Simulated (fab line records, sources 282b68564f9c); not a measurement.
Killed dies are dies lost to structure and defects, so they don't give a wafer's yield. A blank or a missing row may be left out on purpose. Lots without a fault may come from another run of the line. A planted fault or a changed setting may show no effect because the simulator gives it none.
fab line records | flow rit_cmos
record lots=5 wafers=15 last_day=8
route steps=202 shown PSD@147 SDANNEAL@153 NSD@158 PLDD@159 NLDD@160 SILICIDE@161 CONTACT@168
lots that met no fault: from a run of the same line without faults
start_h: hours from the record's first day to the start of the lot's first wafer shown | wait_h: hours since the lot's step before | " the same as in the row above | L1.1+2: a row that stands for several wafers | - no value, or no start given | * or withheld: withheld | < > ~ a bound
route shown NAME@n: a module of which the file shows steps, and the number in the route of the first | usual: mean/standard deviation of fault-free wafers | same: alike in all rows | chamber/n: place in a boat | sites: the reading at each site | _std_site: their standard deviation | _edge_site: outer sites' mean less inner sites' | radius_mm: how far each site lies from the wafer's centre | mask NAME#n: copy n | behind: the tool/chamber that last shaped the wafer | hold: why the lot was held/for how many hours/how that ended | device: the transistor (n, p or np) that didn't switch | end of line: the same wafers' tests at the end of the route | a step without rows: its recipe alone | killed: dies lost to structure and defects at the first sort, not the wafer's yield | map: a wafer's dies, x killed, . not, _ none there
set.NAME: the setting as run; set.NAME@STEP: as run at that earlier step | model.NAME: the simulator's own value behind a step, which no gauge read
lots at some steps of the route; a table a step, a row a wafer
services: from which hour (start_h, from the record's first day; less than 0 if before it) a tool's chamber was out of use, for how many hours, and why
## steps
# step RIT_PSD_DEVELOP_05
# recipe resist=NOVOLAK develop_time_s=50 dev_temp_c=23
# usual exhaust_pa=45.0/0.83
# columns lot.wafer tool chamber start_h wait_h exhaust_pa
L074.2 litho_track-02 0 - - 44.0
L074.5 " 0 " " 45.6
L074.6 " 0 " " 45.1
L085.2 litho_track-03 0 - - 43.3
L085.4 " 0 " " 44.3
L085.5 " 0 " " 44.2
L086.3 litho_track-02 0 - - 45.4
L086.4 " 0 " " 46.3
L086.5 " 0 " " 44.6
L096.2 litho_track-01 0 - - 45.8
L096.3 " 0 " " 45.2
L096.4 " 0 " " 45.6
L097.2 litho_track-02 0 - - 46.2
L097.3 " 0 " " 46.6
L097.5 " 0 " " 45.4
# step RIT_PSD_OVL_MEAS_06
# usual PSD_OVL=0.2/1.5
# columns lot.wafer tool chamber start_h wait_h PSD_OVL[nm]
L074.2 overlay-02 - 52.11 - 1.4
L074.5 " - " " 0.3
L074.6 " - " " 2.2
L085.2 overlay-02 - 107.94 - 1.4
L085.4 " - " " 0.9
L085.5 " - " " 3.5
L086.3 overlay-02 - 115.16 - 0.3
L086.4 " - " " 1.1
L086.5 " - " " 1.0
L096.2 overlay-01 - 168.24 - 1.4
L096.3 " - " " 0.6
L096.4 " - " " 1.2
L097.2 overlay-01 - 180.21 - -1.3
L097.3 " - " " -1.1
L097.5 " - " " -1.0
# step RIT_PSD_HARDBAKE_07
# recipe resist=NOVOLAK temp_c=140 time_s=60
# usual exhaust_pa=44.8/0.9
# columns lot.wafer tool chamber start_h wait_h exhaust_pa
L074.2 litho_track-02 0 52.16 0.0 44.7
L074.5 " 0 " " 45.2
L074.6 " 0 " " 45.0
L085.2 litho_track-01 0 108.00 0.0 46.1
L085.4 " 0 " " 45.6
L085.5 " 0 " " 43.4
L086.3 litho_track-02 0 115.24 0.1 44.3
L086.4 " 0 " " 44.2
L086.5 " 0 " " 44.1
L096.2 litho_track-02 0 168.30 0.0 43.5
L096.3 " 0 " " 45.5
L096.4 " 0 " " 44.7
L097.2 litho_track-01 0 180.27 0.0 44.1
L097.3 " 0 " " 46.4
L097.5 " 0 " " 44.3
# step RIT_PSD_IMPLANT_08
# recipe species=BF2 energy_kev=27 dose_cm2=5e+15 tilt_deg=6.82
# columns lot.wafer tool chamber start_h wait_h
L074.2+5+6 implanter-01 0 52.31 0.1
L085.2+4+5 implanter-04 0 108.15 0.1
L086.3+4+5 implanter-04 0 115.39 0.1
L096.2+3+4 implanter-01 0 168.45 0.1
L097.2+3+5 implanter-01 0 180.42 0.1
# step RIT_PSD_STRIP_09
# recipe chemistry=O2 time_s=180 resist=NOVOLAK platen_temp_c=withheld power_w=500 pressure_mtorr=4000 o2_flow_sccm=4000
# usual drypump_motor_current_A=5.7/0.5
# columns lot.wafer tool chamber start_h wait_h drypump_motor_current_A rf_hours_counter_h
L074.2 plasma_asher-01 0 52.44 0.1 6.6 40
L074.5 " 0 " " 6.6 -
L074.6 " 1 " " 5.0 -
L085.2 plasma_asher-01 0 108.27 0.1 6.6 44
L085.4 " 0 " " 6.6 -
L085.5 " 0 " " 6.6 -
L086.3 plasma_asher-03 1 115.54 0.1 5.6 -
L086.4 " 0 " " 5.3 -
L086.5 " 1 " " 5.6 -
L096.2 plasma_asher-01 0 168.57 0.1 6.5 4
L096.3 " 1 " " 5.0 -
L096.4 " 0 " " 6.6 -
L097.2 plasma_asher-01 0 180.54 0.1 6.6 5
L097.3 " 1 " " 5.0 -
L097.5 " 0 " " 6.6 -
# step RIT_PSD_TW_MEAS_10
# usual PSD_TW=3434/23
# columns lot.wafer tool chamber start_h wait_h PSD_TW
L074.2 film_metro-02 - 52.62 0.1 3478
L074.5 " - " " 3457
L074.6 " - " " 3465
L085.2 film_metro-02 - 108.46 0.1 3456
L085.4 " - " " 3454
L085.5 " - " " 3436
L086.3 film_metro-02 - 115.68 0.1 3434
L086.4 " - " " 3453
L086.5 " - " " 3441
L096.2 film_metro-01 - 168.76 0.1 3403
L096.3 " - " " 3423
L096.4 " - " " 3420
L097.2 film_metro-01 - 180.73 0.1 3427
L097.3 " - " " 3397
L097.5 " - " " 3416
# step RIT_SDANNEAL_CLEAN_00
# recipe chemistry=SC1 mix=3:3:50 time_s=600 temp_c=75
# columns lot.wafer tool chamber start_h wait_h
L074.2+5+6 wet_bench-01 1 52.67 0.0
L085.2+4+5 wet_bench-04 2 108.51 0.0
L086.3+4+5 wet_bench-03 3 115.72 0.0
L096.2+3+4 wet_bench-01 2 168.81 0.0
L097.2+3+5 wet_bench-01 2 180.78 0.0
# step RIT_SDANNEAL_CLEAN_01
# recipe chemistry=dHF dilution=50:1 time_s=30
# columns lot.wafer tool chamber start_h wait_h
L074.2+5+6 wet_bench-03 0 52.87 0.0
L085.2+4+5 wet_bench-01 1 108.68 0.0
L086.3+4+5 wet_bench-04 1 115.91 0.0
L096.2+3+4 wet_bench-04 2 168.98 0.0
L097.2+3+5 wet_bench-04 3 180.95 0.0
# step RIT_SDANNEAL_CLEAN_02
# recipe chemistry=SC2 mix=3:3:50 time_s=600 temp_c=75 dry=n2_spin
# columns lot.wafer tool chamber start_h wait_h
L074.2+5+6 wet_bench-04 0 52.88 0.0
L085.2+4+5 wet_bench-03 3 108.70 0.0
L086.3+4+5 wet_bench-01 2 115.93 0.0
L096.2+3+4 wet_bench-03 1 169.00 0.0
L097.2+3+5 wet_bench-03 2 180.97 0.0
# step RIT_SDANNEAL_RTA_03
# recipe temp_c=1050 time_s=5 idle_temp_c=600 ramp_up_c_per_s=342 ramp_down_c_per_s=171 cool_to_c=600 ambient=N2
# usual chamber_o2_ppm=2.002/0.022 wafer_temp_C_max=1053.4/0.98
# columns lot.wafer tool chamber start_h wait_h chamber_o2_ppm wafer_temp_C_max
L074.2 rtp_anneal-02 0 53.07 0.0 2.027 1052.8
L074.5 " 0 " " 2.029 1052.9
L074.6 " 0 " " 2.001 1053.8
L085.2 rtp_anneal-01 0 108.90 0.0 2.001 1053.5
L085.4 " 0 " " 1.959 1056.6
L085.5 " 0 " " 1.984 1053.7
L086.3 rtp_anneal-02 0 116.12 0.0 2.039 1053.3
L086.4 " 0 " " 1.997 1052.6
L086.5 " 0 " " 2.055 1053.8
L096.2 rtp_anneal-02 0 169.19 0.0 1.990 1054.1
L096.3 " 0 " " 2.015 1051.9
L096.4 " 0 " " 1.960 1051.0
L097.2 rtp_anneal-01 0 181.16 0.0 1.992 1054.5
L097.3 " 0 " " 2.054 1053.6
L097.5 " 0 " " 2.007 1054.0
# step RIT_SDANNEAL_RS_MEAS_04
# recipe thk_meas_gauge=four-point-probe
# usual PSD_RS=115.93/0.26
# columns lot.wafer tool chamber start_h wait_h PSD_RS[ohm/sq]
L074.2 film_metro-04 - 53.14 0.1 115.93
L074.5 " - " " 115.77
L074.6 " - " " 115.89
L085.2 film_metro-02 - 108.97 0.1 115.41
L085.4 " - " " 115.63
L085.5 " - " " 115.31
L086.3 film_metro-01 - 116.20 0.1 116.43
L086.4 " - " " 116.11
L086.5 " - " " 116.12
L096.2 film_metro-02 - 169.25 0.1 115.75
L096.3 " - " " 115.56
L096.4 " - " " 115.90
L097.2 film_metro-04 - 181.22 0.1 116.00
L097.3 " - " " 115.81
L097.5 " - " " 115.92
# step RIT_SDANNEAL_RS_MEAS_05
# recipe thk_meas_gauge=four-point-probe
# usual NSD_RS=83.68/0.24
# columns lot.wafer tool chamber start_h wait_h NSD_RS[ohm/sq]
L074.2 film_metro-04 - 53.26 0.1 83.53
L074.5 " - " " 83.34
L074.6 " - " " 83.38
L085.2 film_metro-02 - 109.09 0.1 83.74
L085.4 " - " " 83.71
L085.5 " - " " 83.74
L086.3 film_metro-01 - 116.32 0.1 83.29
L086.4 " - " " 83.72
L086.5 " - " " 83.72
L096.2 film_metro-02 - 169.37 0.1 83.66
L096.3 " - " " 83.81
L096.4 " - " " 83.90
L097.2 film_metro-04 - 181.34 0.1 83.77
L097.3 " - " " 83.95
L097.5 " - " " 83.81
# step RIT_SDANNEAL_RS_MEAS_06
# recipe thk_meas_gauge=four-point-probe
# usual PLDD_RS=177.5/0.44
# columns lot.wafer tool chamber start_h wait_h PLDD_RS[ohm/sq]
L074.2 film_metro-04 - 53.38 0.1 178.1
L074.5 " - " " 177.4
L074.6 " - " " 177.8
L085.2 film_metro-02 - 109.21 0.1 177.2
L085.4 " - " " 177.3
L085.5 " - " " 177.2
L086.3 film_metro-01 - 116.44 0.1 178.6
L086.4 " - " " 178.0
L086.5 " - " " 178.2
L096.2 film_metro-02 - 169.49 0.1 177.0
L096.3 " - " " 177.2
L096.4 " - " " 177.0
L097.2 film_metro-04 - 181.46 0.1 177.2
L097.3 " - " " 177.7
L097.5 " - " " 177.1
# step RIT_SDANNEAL_RS_MEAS_07
# recipe thk_meas_gauge=four-point-probe
# usual NLDD_RS=151.7/0.53
# columns lot.wafer tool chamber start_h wait_h NLDD_RS[ohm/sq]
L074.2 film_metro-04 - 53.50 0.1 150.4
L074.5 " - " " 151.1
L074.6 " - " " 151.4
L085.2 film_metro-02 - 109.33 0.1 152.0
L085.4 " - " " 151.5
L085.5 " - " " 152.3
L086.3 film_metro-01 - 116.56 0.1 152.0
L086.4 " - " " 151.6
L086.5 " - " " 151.4
L096.2 film_metro-02 - 169.61 0.1 151.8
L096.3 " - " " 151.8
L096.4 " - " " 152.0
L097.2 film_metro-04 - 181.58 0.1 152.0
L097.3 " - " " 152.3
L097.5 " - " " 152.3
# step RIT_SILICIDE_WET_ETCH_00
# recipe chemistry=BOE target=SiO2 target_depth_nm=14 time_s=15 dry=n2_spin dilution=10:1 temp_c=21.5
# columns lot.wafer tool chamber start_h wait_h
L074.2+5+6 wet_bench-03 1 53.60 0.1
L085.2+4+5 wet_bench-04 0 109.43 0.1
L086.3+4+5 wet_bench-04 2 116.64 0.1
L096.2+3+4 wet_bench-04 0 169.71 0.1
L097.2+3+5 wet_bench-02 1 181.68 0.1
# step RIT_SILICIDE_SPUTTER_01
# recipe material=Ti target_thk_nm=30 power_w=350 chamber_pressure_pa=0.667 gas=Ar time_s=234.8 substrate_temp_c=25
# usual chamber_pressure_pa=0.6667/0.0014 throttle_valve_pct=29.4/1.2
# columns lot.wafer tool chamber start_h wait_h chamber_pressure_pa throttle_valve_pct
L074.2 pvd_sputter-03 - 53.61 0.0 0.6663 29.5
L074.5 " - " " 0.6636 27.9
L074.6 " - " " 0.6654 28.7
L085.2 pvd_sputter-03 - 109.44 0.0 0.6650 28.5
L085.4 " - " " 0.6681 29.5
L085.5 " - " " 0.6668 28.8
L086.3 pvd_sputter-02 - 116.66 0.0 0.6671 27.3
L086.4 " - " " 0.6676 29.0
L086.5 " - " " 0.6685 27.5
L096.2 pvd_sputter-02 - 169.73 0.0 0.6655 28.8
L096.3 " - " " 0.6673 30.1
L096.4 " - " " 0.6652 30.6
L097.2 pvd_sputter-04 - 181.70 0.0 0.6697 29.8
L097.3 " - " " 0.6652 29.6
L097.5 " - " " 0.6654 29.6
# step RIT_SILICIDE_RS_MEAS_02
# recipe thk_meas_gauge=four-point-probe reads=Ti_of_SILICIDE_SPUTTER_01
# usual SILICIDE_TI_RS=49.6/0.7
# columns lot.wafer tool chamber start_h wait_h SILICIDE_TI_RS[ohm/sq]
L074.2 film_metro-03 - 53.78 0.1 49.1
L074.5 " - " " 49.7
L074.6 " - " " 49.0
L085.2 film_metro-03 - 109.61 0.1 49.3
L085.4 " - " " 49.6
L085.5 " - " " 49.1
L086.3 film_metro-02 - 116.85 0.1 50.7
L086.4 " - " " 50.4
L086.5 " - " " 50.3
L096.2 film_metro-04 - 169.90 0.1 49.7
L096.3 " - " " 51.1
L096.4 " - " " 49.7
L097.2 film_metro-03 - 181.87 0.1 50.0
L097.3 " - " " 49.7
L097.5 " - " " 49.3
# step RIT_SILICIDE_THK_MEAS_03
# recipe thk_meas_gauge=xrf reads=Ti_of_SILICIDE_SPUTTER_01
# usual SILICIDE_TI_THK=28.9/0.41
# columns lot.wafer tool chamber start_h wait_h SILICIDE_TI_THK[nm]
L074.2 film_metro-03 - 53.89 0.1 29.3
L074.5 " - " " 29.0
L074.6 " - " " 29.5
L085.2 film_metro-03 - 109.72 0.1 29.2
L085.4 " - " " 29.0
L085.5 " - " " 29.3
L086.3 film_metro-02 - 116.95 0.1 28.2
L086.4 " - " " 28.4
L086.5 " - " " 28.4
L096.2 film_metro-04 - 170.01 0.1 28.7
L096.3 " - " " 28.1
L096.4 " - " " 28.6
L097.2 film_metro-03 - 181.98 0.1 28.7
L097.3 " - " " 29.0
L097.5 " - " " 28.9
# step RIT_SILICIDE_RTA_04
# recipe temp_c=650 time_s=10 idle_temp_c=25 ramp_up_s=5 ramp_down_s=5 cool_to_c=25 ambient=N2
# usual chamber_o2_ppm=1.992/0.021 wafer_temp_C_max=652.9/0.55
# columns lot.wafer tool chamber start_h wait_h chamber_o2_ppm wafer_temp_C_max
L074.2 rtp_anneal-01 0 53.95 0.1 1.980 653.9
L074.5 " 0 " " 1.984 654.1
L074.6 " 0 " " 1.951 653.6
L085.2 rtp_anneal-02 0 109.78 0.1 1.984 653.6
L085.4 " 0 " " 1.980 653.1
L085.5 " 0 " " 1.967 652.9
L086.3 rtp_anneal-01 0 117.01 0.1 1.999 653.1
L086.4 " 0 " " 2.009 653.0
L086.5 " 0 " " 2.042 652.7
L096.2 rtp_anneal-01 0 170.07 0.1 1.964 653.4
L096.3 " 0 " " 1.968 653.3
L096.4 " 0 " " 1.978 653.2
L097.2 rtp_anneal-02 0 182.04 0.1 1.998 652.9
L097.3 " 0 " " 1.966 653.1
L097.5 " 0 " " 2.026 653.0
# step RIT_SILICIDE_WET_ETCH_05
# recipe chemistry=SPM target=Ti temp_c=90 time_s=120 dry=n2_spin
# columns lot.wafer tool chamber start_h wait_h
L074.2+5+6 wet_bench-03 2 54.01 0.0
L085.2+4+5 wet_bench-03 3 109.84 0.0
L086.3+4+5 wet_bench-02 1 117.05 0.0
L096.2+3+4 wet_bench-03 3 170.12 0.0
L097.2+3+5 wet_bench-04 1 182.09 0.0
# step RIT_SILICIDE_RTA_06
# recipe temp_c=750 time_s=10 idle_temp_c=25 ramp_up_s=5 ramp_down_s=10 cool_to_c=25 ambient=N2
# usual chamber_o2_ppm=2.002/0.02 wafer_temp_C_max=753.2/0.59
# columns lot.wafer tool chamber start_h wait_h chamber_o2_ppm wafer_temp_C_max
L074.2 rtp_anneal-02 0 54.06 0.0 2.023 752.6
L074.5 " 0 " " 2.005 752.8
L074.6 " 0 " " 2.045 752.4
L085.2 rtp_anneal-01 0 109.89 0.0 2.018 754.2
L085.4 " 0 " " 1.988 753.3
L085.5 " 0 " " 2.013 752.6
L086.3 rtp_anneal-02 0 117.12 0.0 2.037 754.1
L086.4 " 0 " " 2.017 753.7
L086.5 " 0 " " 2.006 751.8
L096.2 rtp_anneal-02 0 170.18 0.0 1.987 753.2
L096.3 " 0 " " 1.999 753.6
L096.4 " 0 " " 2.025 752.4
L097.2 rtp_anneal-01 0 182.15 0.0 2.000 752.7
L097.3 " 0 " " 1.996 752.4
L097.5 " 0 " " 1.996 752.9
# step RIT_CONTACT_CVD_00
# recipe material=SiO2 target_thk_nm=400 precursor=TEOS temp_c=390 time_s=61 rf_w=400
# usual heater_power_w=339/51
# columns lot.wafer tool chamber start_h wait_h heater_power_w
L074.2 pecvd-04 1 54.12 0.0 368
L074.5 " 1 " " 371
L074.6 " 2 " " 311
L085.2 pecvd-03 1 109.95 0.0 357
L085.4 " 0 " " 382
L085.5 " 1 " " 274
L086.3 pecvd-04 2 117.16 0.0 273
L086.4 " 0 " " 426
L086.5 " 2 " " 278
L096.2 pecvd-02 0 170.23 0.0 297
L096.3 " 2 " " 270
L096.4 " 0 " " 308
L097.2 pecvd-03 1 182.20 0.0 360
L097.3 " 0 " " 370
L097.5 " 1 " " 265
# step RIT_CONTACT_THK_MEAS_01
# recipe reads=SiO2_of_CONTACT_CVD_00
# usual CONTACT_TEOS_THK=402/5.5
# columns lot.wafer tool chamber start_h wait_h CONTACT_TEOS_THK[nm]
L074.2 film_metro-01 - 54.18 0.0 407
L074.5 " - " " 409
L074.6 " - " " 404
L085.2 film_metro-01 - 110.01 0.0 402
L085.4 " - " " 407
L085.5 " - " " 409
L086.3 film_metro-03 - 117.23 0.0 396
L086.4 " - " " 403
L086.5 " - " " 397
L096.2 film_metro-03 - 170.29 0.0 397
L096.3 " - " " 393
L096.4 " - " " 407
L097.2 film_metro-04 - 182.26 0.0 403
L097.3 " - " " 404
L097.5 " - " " 410
# step RIT_CONTACT_HMDS_02
# recipe prime_time_s=60 prime_temp_c=140
# usual exhaust_pa=44.9/0.99
# columns lot.wafer tool chamber start_h wait_h exhaust_pa
L074.2 litho_track-04 0 54.25 0.1 45.0
L074.5 " 0 " " 44.5
L074.6 " 0 " " 43.0
L085.2 litho_track-02 0 110.09 0.1 43.3
L085.4 " 0 " " 44.5
L085.5 " 0 " " 45.0
L086.3 litho_track-03 0 117.32 0.1 44.6
L086.4 " 0 " " 44.4
L086.5 " 0 " " 44.5
L096.2 litho_track-04 0 170.37 0.1 44.8
L096.3 " 0 " " 43.5
L096.4 " 0 " " 45.2
L097.2 litho_track-04 0 182.34 0.1 44.2
L097.3 " 0 " " 42.8
L097.5 " 0 " " 43.6
# step RIT_CONTACT_COAT_03
# recipe resist=NOVOLAK spin_rpm=3250 resist_thk_nm=1000
# usual exhaust_pa=45.0/0.81
# columns lot.wafer tool chamber start_h wait_h exhaust_pa
L074.2 litho_track-04 0 54.40 0.1 45.8
L074.5 " 0 " " 44.1
L074.6 " 0 " " 45.9
L085.2 litho_track-02 0 110.24 0.1 45.3
L085.4 " 0 " " 45.6
L085.5 " 0 " " 45.0
L086.3 litho_track-03 0 117.47 0.1 44.4
L086.4 " 0 " " 45.2
L086.5 " 0 " " 45.1
L096.2 litho_track-04 0 170.52 0.1 44.3
L096.3 " 0 " " 46.1
L096.4 " 0 " " 44.8
L097.2 litho_track-04 0 182.49 0.1 45.3
L097.3 " 0 " " 46.6
L097.5 " 0 " " 43.5
# step RIT_CONTACT_SOFTBAKE_04
# recipe resist=NOVOLAK temp_c=90 time_s=60
# usual exhaust_pa=44.9/0.9
# columns lot.wafer tool chamber start_h wait_h exhaust_pa
L074.2 litho_track-04 0 54.55 0.1 43.7
L074.5 " 0 " " 45.0
L074.6 " 0 " " 42.9
L085.2 litho_track-02 0 110.39 0.1 43.5
L085.4 " 0 " " 43.5
L085.5 " 0 " " 43.7
L086.3 litho_track-03 0 117.62 0.1 44.4
L086.4 " 0 " " 45.0
L086.5 " 0 " " 45.8
L096.2 litho_track-04 0 170.67 0.1 43.8
L096.3 " 0 " " 44.0
L096.4 " 0 " " 43.3
L097.2 litho_track-04 0 182.64 0.1 44.2
L097.3 " 0 " " 44.2
L097.5 " 0 " " 44.7
# step RIT_CONTACT_EXPOSE_05
# recipe mask_id=M11 na=0.6 source_shape=conventional sigma_outer=0.5 target_cd_nm=1000 dose_mj=250
# usual exposure_dose_mJ_cm2=249.88/0.22 stage_vel_mm_s=499.97/0.24
# same sigma_outer=0.5
# columns lot.wafer tool chamber start_h wait_h mask exposure_dose_mJ_cm2 stage_vel_mm_s
L074.2 iline_stepper-01 0 54.82 0.2 M11#0 250.03 499.21
L074.5 " 0 " " M11#0 250.09 499.50
L074.6 " 0 " " M11#0 250.29 499.89
L085.2 iline_stepper-02 0 110.65 0.2 M11#0 250.00 499.87
L085.4 " 0 " " M11#0 249.88 500.08
L085.5 " 0 " " M11#0 249.94 500.05
L086.3 iline_stepper-02 0 117.76 0.1 M11#0 249.93 499.88
L086.4 " 0 " " M11#0 249.93 500.04
L086.5 " 0 " " M11#0 250.20 500.37
L096.2 iline_stepper-01 0 170.94 0.2 M11#0 250.06 499.99
L096.3 " 0 " " M11#0 250.04 500.10
L096.4 " 0 " " M11#0 250.25 500.29
L097.2 iline_stepper-02 0 182.91 0.2 M11#0 249.93 500.04
L097.3 " 0 " " M11#0 249.34 500.05
L097.5 " 0 " " M11#0 249.85 499.89
# step RIT_CONTACT_PEB_06
# recipe resist=NOVOLAK temp_c=withheld time_s=withheld
# usual exhaust_pa=44.7/0.82
# columns lot.wafer tool chamber start_h wait_h exhaust_pa
L074.2 litho_track-02 0 54.95 0.1 43.7
L074.5 " 0 " " 45.1
L074.6 " 0 " " 46.1
L085.2 litho_track-03 0 110.78 0.1 46.3
L085.4 " 0 " " 44.3
L085.5 " 0 " " 44.4
L086.3 litho_track-03 0 117.89 0.1 45.7
L086.4 " 0 " " 44.2
L086.5 " 0 " " 44.9
L096.2 litho_track-03 0 171.06 0.1 45.1
L096.3 " 0 " " 45.5
L096.4 " 0 " " 45.3
L097.2 litho_track-04 0 183.03 0.1 45.0
L097.3 " 0 " " 43.4
L097.5 " 0 " " 44.2
# step RIT_CONTACT_DEVELOP_07
# recipe resist=NOVOLAK develop_time_s=120 dev_temp_c=23
# usual exhaust_pa=44.9/0.86
# columns lot.wafer tool chamber start_h wait_h exhaust_pa
L074.2 litho_track-02 0 - - 43.9
L074.5 " 0 " " 43.5
L074.6 " 0 " " 45.7
L085.2 litho_track-03 0 - - 45.3
L085.4 " 0 " " 45.7
L085.5 " 0 " " 44.4
L086.3 litho_track-03 0 - - 44.5
L086.4 " 0 " " 43.7
L086.5 " 0 " " 44.4
L096.2 litho_track-03 0 - - 44.6
L096.3 " 0 " " 46.1
L096.4 " 0 " " 45.2
L097.2 litho_track-04 0 - - 44.7
L097.3 " 0 " " 44.9
L097.5 " 0 " " 44.1
# step RIT_CONTACT_CD_MEAS_08
# recipe target_cd_nm=1000
# usual cd_nm=999.4/1.8
# columns lot.wafer tool chamber start_h wait_h cd_nm
L074.2 cd_sem-02 - 55.34 - 998.1
L074.5 " - " " 1001.3
L074.6 " - " " 998.7
L085.2 cd_sem-02 - 111.17 - 1000.7
L085.4 " - " " 999.4
L085.5 " - " " 999.8
L086.3 cd_sem-01 - 118.28 - 1000.8
L086.4 " - " " 998.3
L086.5 " - " " 1000.0
L096.2 cd_sem-02 - 171.45 - 998.9
L096.3 " - " " 1000.8
L096.4 " - " " 1000.5
L097.2 cd_sem-01 - 183.42 - 999.1
L097.3 " - " " 998.6
L097.5 " - " " 997.6
# step RIT_CONTACT_OVL_MEAS_09
# usual CONTACT_OVL=-0.8/1.6
# columns lot.wafer tool chamber start_h wait_h CONTACT_OVL[nm]
L074.2 overlay-02 - 55.45 0.1 -0.4
L074.5 " - " " 1.9
L074.6 " - " " -1.5
L085.2 overlay-01 - 111.28 0.1 -0.6
L085.4 " - " " -0.1
L085.5 " - " " 0.6
L086.3 overlay-01 - 118.37 0.1 -2.3
L086.4 " - " " -0.7
L086.5 " - " " -1.7
L096.2 overlay-02 - 171.56 0.1 3.5
L096.3 " - " " 2.6
L096.4 " - " " 0.2
L097.2 overlay-01 - 183.53 0.1 -2.4
L097.3 " - " " -3.4
L097.5 " - " " -3.0
## services
# columns tool chamber start_h hours kind
pvd_sputter-03 - 28.75 24.2 repair
pvd_sputter-02 - 35.47 5.5 repair
implanter-04 - 40.06 2.4 repair
iline_stepper-01 - 49.18 4.2 repair
plasma_asher-01 - 65.01 13.4 repair
implanter-01 - 68.75 28.6 repair
implanter-04 - 84.12 1.4 repair
iline_stepper-02 0 99.87 - calibration
wet_bench-04 - 104.65 1.1 repair
plasma_asher-01 - 108.75 9.0 pm
plasma_asher-01 0 108.75 9.0 vent_cycle
plasma_asher-01 1 108.75 9.0 vent_cycle
pecvd-02 - 111.76 0.8 pm
plasma_asher-01 0 117.75 - clean
plasma_asher-01 1 117.75 - clean
plasma_asher-01 - 119.94 4.3 repair
pecvd-02 0 137.73 6.2 repair
iline_stepper-01 0 148.56 - calibration
litho_track-01 - 150.54 - consumable_replace:filter
pecvd-03 - 152.30 1.7 repair
pecvd-02 0 156.62 5.8 repair
wet_bench-03 - 163.57 3.1 repair
pecvd-03 - 167.43 0.3 repair
## key
fault none
